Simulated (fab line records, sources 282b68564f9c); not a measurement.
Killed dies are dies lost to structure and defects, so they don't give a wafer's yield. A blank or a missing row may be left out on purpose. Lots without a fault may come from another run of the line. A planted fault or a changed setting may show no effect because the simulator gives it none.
Which tool did it? | flow rit_cmos | 14 lots, 42 wafers sampled, at 3 steps of a route of 202

WHAT THE GAUGES READ, wafer by wafer
RIT_PSD_TW_MEAS_10. Usual: PSD_TW 3440, standard deviation 36.
lot  | measured    | on            | PSD_TW         | flag
L363 | day 3 10:05 | film_metro-04 | 3417 3397 3395 |
L364 | day 3 15:25 | film_metro-04 | 3416 3402 3424 |
L365 | day 3 21:48 | film_metro-04 | 3576 3556 3582 | OFF
L366 | day 4 05:00 | film_metro-03 | 3478 3488 3482 |
L369 | day 4 17:23 | film_metro-04 | 3573 3568 3566 | OFF
L371 | day 5 04:49 | film_metro-03 | 3472 3479 3466 |
L375 | day 6 04:22 | film_metro-04 | 3415 3408 3423 |
L377 | day 6 12:11 | film_metro-01 | 3406 3410 3412 |
L376 | day 6 13:23 | film_metro-03 | 3501 3502 3502 |
L379 | day 7 03:22 | film_metro-01 | 3414 3407 3421 |
L378 | day 7 05:19 | film_metro-04 | 3402 3404 3407 |
L382 | day 7 21:23 | film_metro-04 | 3410 3408 3407 |
L383 | day 8 09:05 | film_metro-04 | 3414 3430 3434 |
L384 | day 8 15:24 | film_metro-01 | 3428 3419 3414 |

RIT_SDANNEAL_RS_MEAS_04: measures by four-point-probe. Usual: PSD_RS 115.97 ohm/sq, standard deviation 0.28.
lot  | measured    | on            | PSD_RS (ohm/sq)      | flag
L363 | day 3 10:35 | film_metro-03 | 115.48 115.70 115.67 |
L364 | day 3 15:55 | film_metro-03 | 115.98 116.03 116.22 |
L365 | day 3 22:19 | film_metro-01 | 107.34 107.75 107.60 | OFF
L366 | day 4 05:30 | film_metro-01 | 115.87 115.81 115.71 |
L369 | day 4 17:53 | film_metro-01 | 107.88 107.56 107.60 | OFF
L371 | day 5 05:20 | film_metro-04 | 115.86 116.01 115.39 |
L375 | day 6 04:53 | film_metro-04 | 115.45 115.81 115.87 |
L377 | day 6 12:41 | film_metro-03 | 116.00 116.18 116.12 |
L376 | day 6 13:53 | film_metro-03 | 116.02 115.97 115.79 |
L379 | day 7 03:52 | film_metro-01 | 115.73 115.86 115.82 |
L378 | day 7 05:47 | film_metro-01 | 115.92 116.35 116.04 |
L382 | day 7 21:53 | film_metro-01 | 116.08 116.28 116.06 |
L383 | day 8 09:35 | film_metro-03 | 115.66 115.76 116.01 |
L384 | day 8 15:54 | film_metro-01 | 116.16 115.82 116.33 |

WHICH TOOL RAN EACH LOT (tool, then ch and the chambers of the sampled wafers, then the start)
lot  | RIT_PSD_IMPLANT_08
L363 | implanter-04 ch 0, day 3 09:46
L364 | implanter-03 ch 0, day 3 15:07
L365 | implanter-04 ch 0, day 3 21:10
L366 | implanter-03 ch 0, day 4 04:41
L369 | implanter-03 ch 0, day 4 16:46
L371 | implanter-04 ch 0, day 5 04:31
L375 | implanter-01 ch 0, day 6 04:04
L377 | implanter-01 ch 0, day 6 11:52
L376 | implanter-04 ch 0, day 6 13:04
L379 | implanter-04 ch 0, day 7 03:04
L378 | implanter-04 ch 0, day 7 04:59
L382 | implanter-04 ch 0, day 7 21:05
L383 | implanter-04 ch 0, day 8 08:46
L384 | implanter-01 ch 0, day 8 15:05
- RIT_PSD_IMPLANT_08

WHAT THE TOOLS THEMSELVES READ (means of the sampled wafers that have a number; where no wafer has one, the mark that the record gives instead)
RIT_PSD_IMPLANT_08. Usual: beam_energy_keV 27.002, standard deviation 0.0073.
lot  | tool         | beam_energy_keV | flag
L363 | implanter-04 | 26.988          |
L364 | implanter-03 | 26.999          |
L365 | implanter-04 | 27.003          |
L366 | implanter-03 | 27.004          |
L369 | implanter-03 | 27.007          |
L371 | implanter-04 | 26.997          |
L375 | implanter-01 | 26.992          |
L377 | implanter-01 | 27.003          |
L376 | implanter-04 | 27.000          |
L379 | implanter-04 | 27.007          |
L378 | implanter-04 | 27.006          |
L382 | implanter-04 | 26.993          |
L383 | implanter-04 | 27.004          |
L384 | implanter-01 | 27.010          |

THE ANSWER, worked out from the rows above alone
Rule: a lot is off if the mean of its wafers that have a number lies more than 3 standard deviations from the usual mean. A lot without any number at a reading at which 4 lots or more have one is off too. The other lots that the step has rows for count as sound. The gauges are gone through in route order, then the tools' own readings, and for those a lot's mean is taken as printed above. The first step at which some lot is off is used, and at that step the reading that is off furthest; a lot without a number counts as furthest.
Off: L365, L369, at RIT_PSD_TW_MEAS_10 (PSD_TW).
A tool fits if, at a process step before that reading, it ran every lot that is off, and no sound lot after the first of them. The gauges at RIT_PSD_TW_MEAS_10 aren't tried: what is off there is off at RIT_SDANNEAL_RS_MEAS_04 too, on other tools, and a gauge's error can't cause that. None of those tried fits.

WHAT THE SIMULATOR HAD PUT IN
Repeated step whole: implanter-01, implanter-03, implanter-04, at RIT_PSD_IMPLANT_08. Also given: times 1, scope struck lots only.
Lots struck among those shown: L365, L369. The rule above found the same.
